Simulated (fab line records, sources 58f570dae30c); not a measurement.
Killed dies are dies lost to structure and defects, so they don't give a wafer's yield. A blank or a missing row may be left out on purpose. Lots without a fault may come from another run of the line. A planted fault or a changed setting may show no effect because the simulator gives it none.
fab line records | flow berkeley_cmos170
record lots=11 wafers=33 last_day=12
route steps=331 shown PFIELD@87 GATE@140 M1@244 V1@257
lots that met no fault: from a run of the same line without faults
start_h: hours from the record's first day to the start of the lot's first wafer shown | wait_h: hours since the lot's step before | " the same as in the row above | L1.1+2: a row that stands for several wafers | - no value, or no start given | * or withheld: withheld | < > ~ a bound
route shown NAME@n: a module of which the file shows steps, and the number in the route of the first | usual: mean/standard deviation of fault-free wafers | same: alike in all rows | chamber/n: place in a boat | sites: the reading at each site | _std_site: their standard deviation | _edge_site: outer sites' mean less inner sites' | radius_mm: how far each site lies from the wafer's centre | mask NAME#n: copy n | behind: the tool/chamber that last shaped the wafer | hold: why the lot was held/for how many hours/how that ended | device: the transistor (n, p or np) that didn't switch | end of line: the same wafers' tests at the end of the route | a step without rows: its recipe alone | killed: dies lost to structure and defects at the first sort, not the wafer's yield | map: a wafer's dies, x killed, . not, _ none there
set.NAME: the setting as run; set.NAME@STEP: as run at that earlier step | model.NAME: the simulator's own value behind a step, which no gauge read
steps of the route over a sample of lots; a table a step, a row a wafer
services: from which hour (start_h, from the record's first day; less than 0 if before it) a tool's chamber was out of use, for how many hours, and why
## steps
# step UCB170_PFIELD_STRIP_08
# recipe chemistry=O2 power_w=400 pressure_mtorr=3500 platen_temp_c=withheld o2_flow_sccm=400 overash_fraction=0.5
# usual drypump_motor_current_A=5.6/0.54 oes_product_au=0.735/0.0046 strip_time_to_endpoint_s=21.61/0.064
# columns lot.wafer tool chamber start_h wait_h drypump_motor_current_A oes_product_au rf_hours_counter_h strip_time_to_endpoint_s
L951.2 plasma_asher-04 0 100.73 0.1 5.7 0.736 36 21.63
L951.5 " 1 " " 6.4 0.734 - 21.70
L951.6 " 0 " " 5.7 0.738 - 21.65
L954.2 plasma_asher-03 1 101.03 0.1 4.9 0.736 29 21.53
L954.3 " 1 " " 4.9 0.730 - 21.54
L954.5 " 1 " " 4.9 0.732 - 21.61
L953.3 plasma_asher-04 1 101.30 0.1 6.4 0.725 - 21.68
L953.4 " 0 " " 5.7 0.730 - 21.64
L953.6 " 0 " " 5.7 0.733 - 21.64
L952.1 plasma_asher-03 1 101.54 0.1 4.9 0.737 29 21.49
L952.2 " 0 " " 4.9 0.737 29 21.60
L952.3 " 0 " " 4.9 0.730 - 21.57
L958.1 plasma_asher-03 1 124.00 0.1 4.9 0.736 32 21.56
L958.5 " 1 " " 4.9 0.736 - 21.58
L958.6 " 0 " " 4.9 0.732 - 21.61
L965.1 plasma_asher-02 1 158.66 0.1 6.0 0.734 4 21.66
L965.2 " 0 " " 5.8 0.727 4 21.67
L965.3 " 0 " " 5.8 0.730 - 21.69
L966.1 plasma_asher-03 0 158.85 0.1 5.0 0.739 35 21.60
L966.4 " 1 " " 4.9 0.739 - 21.63
L966.5 " 0 " " 4.9 0.725 - 21.59
L967.2 plasma_asher-04 0 159.67 0.1 5.7 0.737 42 21.66
L967.5 " 1 " " 6.4 0.740 - 21.63
L967.6 " 0 " " 5.7 0.729 - 21.63
L971.1 plasma_asher-02 1 180.74 0.1 6.0 0.742 7 21.53
L971.3 " 0 " " 5.8 0.733 - 21.56
L971.5 " 0 " " 5.8 0.740 - 21.59
L969.4 plasma_asher-03 1 180.90 0.1 4.9 0.734 - 21.70
L969.5 " 0 " " 4.9 0.738 - 21.65
L969.6 " 1 " " 4.9 0.733 - 21.64
L974.1 plasma_asher-02 1 199.19 0.1 6.0 0.734 9 21.51
L974.3 " 0 " " 5.8 0.730 - 21.53
L974.5 " 0 " " 5.8 0.735 - 21.56
# step UCB170_GATE_ETCH_14
# recipe chemistry=N2/H2 target_depth_a=withheld overetch_a=withheld target=BARC time_s=withheld source_w=500 bias_w=100 pressure_mtorr=30 n2_flow_sccm=100 h2_flow_sccm=200
# usual drypump_motor_current_A=5.8/0.35 oes_product_au=1.010/0.025 throttle_valve_pct=13.28/0.17
# columns lot.wafer tool chamber start_h wait_h drypump_motor_current_A oes_product_au throttle_valve_pct
L953.3 rie_diel-04 1 144.92 0.0 6.0 1.021 13.51
L953.4 " 2 " " 5.8 0.995 13.39
L953.6 " 2 " " 5.8 0.982 13.39
L954.2 rie_diel-03 0 144.95 0.0 5.6 1.001 13.70
L954.3 " 2 " " 5.7 1.033 13.23
L954.5 " 2 " " 5.7 1.028 13.22
L951.2 rie_diel-04 1 145.21 0.0 6.0 1.012 13.51
L951.5 " 1 " " 5.9 1.010 13.50
L951.6 " 0 " " 6.3 1.017 13.43
L952.1 rie_diel-03 3 145.38 0.0 6.2 0.966 13.27
L952.2 " 0 " " 5.5 0.991 13.69
L952.3 " 1 " " 5.4 0.975 13.03
L958.1 rie_diel-03 0 168.02 0.0 5.5 1.005 13.68
L958.5 " 3 " " 6.2 0.965 13.27
L958.6 " 2 " " 5.7 1.032 13.21
L967.2 rie_diel-04 1 198.53 0.0 5.9 1.013 13.50
L967.5 " 0 " " 6.3 1.038 13.42
L967.6 " 1 " " 6.0 1.013 13.49
L966.1 rie_diel-03 1 205.49 0.0 5.4 0.984 13.06
L966.4 " 3 " " 6.1 0.964 13.28
L966.5 " 3 " " 6.1 0.971 13.27
L965.1 rie_diel-04 1 205.98 0.0 6.0 1.004 13.50
L965.2 " 3 " " 5.3 1.033 13.20
L965.3 " 2 " " 5.8 1.001 13.31
L969.4 rie_diel-03 0 233.98 0.0 5.5 0.992 13.69
L969.5 " 0 " " 5.5 0.986 13.70
L969.6 " 1 " " 5.4 0.995 13.04
L971.1 rie_diel-04 2 234.37 0.0 5.8 0.992 13.32
L971.3 " 0 " " 6.3 1.040 13.42
L971.5 " 3 " " 5.3 1.030 13.20
L974.1 rie_diel-04 3 241.70 0.0 5.3 1.021 13.19
L974.3 " 2 " " 5.8 1.000 13.30
L974.5 " 3 " " 5.3 1.028 13.20
# step UCB170_M1_EXPOSE_06
# recipe mask_id=METAL1 target_cd_nm=700 na=0.5 sigma_outer=0.6 source_shape=conventional dose_mj=21
# usual exposure_dose_mJ_cm2=20.995/0.02
# columns lot.wafer tool chamber start_h wait_h mask exposure_dose_mJ_cm2
L954.2 krf_scanner-02 0 167.42 - METAL1#0 21.011
L954.3 " 0 " " METAL1#0 21.004
L954.5 " 0 " " METAL1#0 21.002
L953.3 krf_scanner-01 0 167.68 - METAL1#0 20.998
L953.4 " 0 " " METAL1#0 21.023
L953.6 " 0 " " METAL1#0 20.994
L951.2 krf_scanner-01 0 167.89 - METAL1#0 21.007
L951.5 " 0 " " METAL1#0 21.020
L951.6 " 0 " " METAL1#0 21.014
L952.1 krf_scanner-02 0 169.09 - METAL1#0 21.017
L952.2 " 0 " " METAL1#0 21.034
L952.3 " 0 " " METAL1#0 20.979
L958.1 krf_scanner-02 0 198.61 - METAL1#0 20.858
L958.5 " 0 " " METAL1#0 20.891
L958.6 " 0 " " METAL1#0 20.838
L967.2 krf_scanner-01 0 225.42 - METAL1#0 20.980
L967.5 " 0 " " METAL1#0 20.982
L967.6 " 0 " " METAL1#0 20.992
L966.1 krf_scanner-01 0 225.57 - METAL1#0 20.995
L966.4 " 0 " " METAL1#0 21.016
L966.5 " 0 " " METAL1#0 20.990
L965.1 krf_scanner-01 0 230.84 - METAL1#0 20.989
L965.2 " 0 " " METAL1#0 20.955
L965.3 " 0 " " METAL1#0 20.988
L969.4 krf_scanner-01 0 255.94 - METAL1#0 20.946
L969.5 " 0 " " METAL1#0 20.996
L969.6 " 0 " " METAL1#0 20.975
L971.1 krf_scanner-01 0 258.51 - METAL1#0 21.033
L971.3 " 0 " " METAL1#0 20.983
L971.5 " 0 " " METAL1#0 21.006
L974.1 krf_scanner-01 0 269.34 - METAL1#0 21.027
L974.3 " 0 " " METAL1#0 21.016
L974.5 " 0 " " METAL1#0 20.990
# step UCB170_V1_BOW_MEAS_03
# recipe mode=bow
# usual V1_BOW=21/7.2
# columns lot.wafer tool chamber start_h wait_h V1_BOW[um]
L951.2 film_metro-02 - 173.89 0.2 25
L951.5 " - " " 31
L951.6 " - " " 24
L954.2 film_metro-01 - 173.89 0.3 22
L954.3 " - " " 20
L954.5 " - " " 25
L953.3 film_metro-02 - 174.21 0.1 28
L953.4 " - " " 28
L953.6 " - " " 12
L952.1 film_metro-01 - 174.23 0.3 17
L952.2 " - " " 24
L952.3 " - " " 24
L958.1 film_metro-03 - 204.38 0.1 14
L958.5 " - " " 33
L958.6 " - " " 19
L966.1 film_metro-02 - 232.14 0.1 16
L966.4 " - " " 26
L966.5 " - " " 26
L967.2 film_metro-03 - 232.46 0.1 14
L967.5 " - " " 16
L967.6 " - " " 15
L965.1 film_metro-01 - 236.44 0.2 4
L965.2 " - " " 13
L965.3 " - " " 24
L969.4 film_metro-02 - 259.88 0.3 3
L969.5 " - " " 25
L969.6 " - " " 17
L971.1 film_metro-01 - 262.60 0.1 36
L971.3 " - " " 28
L971.5 " - " " 14
L974.1 film_metro-01 - 273.57 0.1 15
L974.3 " - " " 15
L974.5 " - " " 32
## services
# columns tool chamber start_h hours kind
krf_scanner-02 - 86.92 1.0 pm
krf_scanner-01 - 93.48 0.7 repair
krf_scanner-01 - 105.48 4.4 pm
plasma_asher-02 - 108.75 9.0 pm
plasma_asher-02 0 108.75 9.0 vent_cycle
krf_scanner-01 - 112.50 0.8 pm
rie_diel-04 - 116.08 14.6 pm
krf_scanner-01 - 123.70 1.3 pm
krf_scanner-02 - 125.07 0.8 pm
rie_diel-03 - 125.42 15.6 pm
krf_scanner-02 - 128.57 1.3 pm
krf_scanner-02 - 135.82 0.5 repair
rie_diel-04 2 145.19 - clean
rie_diel-04 2 145.19 22.3 scheduled_down
rie_diel-04 2 145.19 22.3 vent_cycle
plasma_asher-04 - 167.26 5.8 repair
rie_diel-04 3 189.82 8.7 repair
rie_diel-03 0 211.18 20.7 repair
rie_diel-04 1 225.07 9.6 repair
krf_scanner-01 - 225.79 1.0 pm
rie_diel-04 - 231.33 0.4 repair
krf_scanner-01 - 238.09 3.6 pm
krf_scanner-02 - 255.98 1.0 pm
krf_scanner-01 - 261.55 3.0 pm
## key
first_sign step=UCB170_M1_EXPOSE_06 reading=exposure_dose_mJ_cm2 direction=down sigmas=6.6 usual=20.995 struck=20.862
effect none on later readings
met_at UCB170_M1_EXPOSE_06
struck_lots L958
loop_trim step=UCB170_M1_EXPOSE_06 setting=dose lots=L958
not_acting_at UCB170_PFIELD_STRIP_08,UCB170_GATE_ETCH_14,UCB170_V1_BOW_MEAS_03
onset_between 169.09 198.61
fault kind=process_parameter_drift tool=krf_scanner-02 chamber=- onset_h=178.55 steps=UCB170_M1_EXPOSE_06 channel=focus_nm offset=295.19 spread_by_wafer=0.3 shape=step end_h=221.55
# loop_trim: a control loop set the setting to another value than it would have without faults
